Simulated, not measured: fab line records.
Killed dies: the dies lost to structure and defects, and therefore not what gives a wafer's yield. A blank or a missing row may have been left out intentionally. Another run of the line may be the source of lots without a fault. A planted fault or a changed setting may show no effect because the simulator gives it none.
A struck lot beside a sound one | flow rit_cmos | 15 out of 202 route steps
Sound: the wafers L551.1, L551.4, L551.6. The struck wafers were L543.2, L543.3, L543.4. Last of all comes the cause.
For every step that has rows: the tool of each side, followed by ch and its chambers, followed by its first start. Under that, the readings that differ: sound wafers | struck wafers | difference of the means | sigmas: that difference in standard deviations of wafers without a fault.
alike: readings with means less than 2 such deviations apart, plus words and numbers identical on both sides. not compared: withheld readings, readings lacking a value on some wafer, bounds such as >300 that could conceal the same value, and numbers that have no deviation in the record and whose values overlap.
A row with sigmas, a row that says differs or no value, or rows on one side alone: a step with any of these is where the two part. Non-overlapping numbers with no deviation appear without sigmas and do not part them. A reading that every wafer of one side lacks parts them only if that side has two wafers or more.

first, 2 steps without rows for these wafers: RIT_NRETRO_HARDBAKE_07 (time 120 s); RIT_NRETRO_IMPLANT_08.
RIT_NRETRO_STRIP_09: strips in O2, time 180 s.
  sound on plasma_asher-02 ch 0,1, day 5 18:22; struck on plasma_asher-02 ch 0,1, day 4 03:35
  alike: drypump_motor_current_A
  not compared: rf_hours_counter_h
RIT_NRETRO_TW_MEAS_10:
  sound on film_metro-04 at day 5 18:33; struck on film_metro-02 at day 4 03:46
  alike: NRETRO_TW
then, 6 steps without rows for these wafers: RIT_PRETRO_HMDS_00 (prime time 60 s); RIT_PRETRO_COAT_01 (resist thk 1300 nm); RIT_PRETRO_SOFTBAKE_02 (time 60 s); RIT_PRETRO_EXPOSE_03 (exposes mask M5, target cd 43700 nm); RIT_PRETRO_PEB_04; RIT_PRETRO_DEVELOP_05 (develop time 68 s).
RIT_PRETRO_OVL_MEAS_06:
  sound on overlay-02 at day 5 19:34; struck on overlay-02 at day 4 04:43
  alike: PRETRO_OVL
then, 1 step without rows for these wafers: RIT_PRETRO_HARDBAKE_07 (time 120 s).
RIT_PRETRO_IMPLANT_08:
  sound on implanter-04 ch 0, day 5 19:50; struck on implanter-02 ch 0, day 4 05:04
  reading       | sound                            | struck                           | difference  | sigmas
  dose_ions_cm2 | 1.2018e+13 1.2011e+13 1.1983e+13 | 1.2327e+13 1.2342e+13 1.2332e+13 | +3.2967e+11 | +24
RIT_PRETRO_STRIP_09: strips in O2, time 180 s.
  sound on plasma_asher-01 ch 0,1, day 5 19:59; struck on plasma_asher-01 ch 0,1, day 4 05:11
  alike: drypump_motor_current_A
  not compared: rf_hours_counter_h
RIT_M1_PROBE_99:
  sound on prober-02 at day 6 21:58; struck on prober-01 at day 5 11:42
  alike: killed_at_M0_to_M3, killed_at_front_end, killed_dies, killed_on_rim, killed_open, killed_short

WHERE THEY PART
Within this record, at RIT_PRETRO_IMPLANT_08 only. Later steps at which nothing parts them and some readings are alike: RIT_PRETRO_STRIP_09, RIT_M1_PROBE_99.

WHY: the cause the simulator had injected
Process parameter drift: implanter-02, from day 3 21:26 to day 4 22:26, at RIT_PRETRO_IMPLANT_08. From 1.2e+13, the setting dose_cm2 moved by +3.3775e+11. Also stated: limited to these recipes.
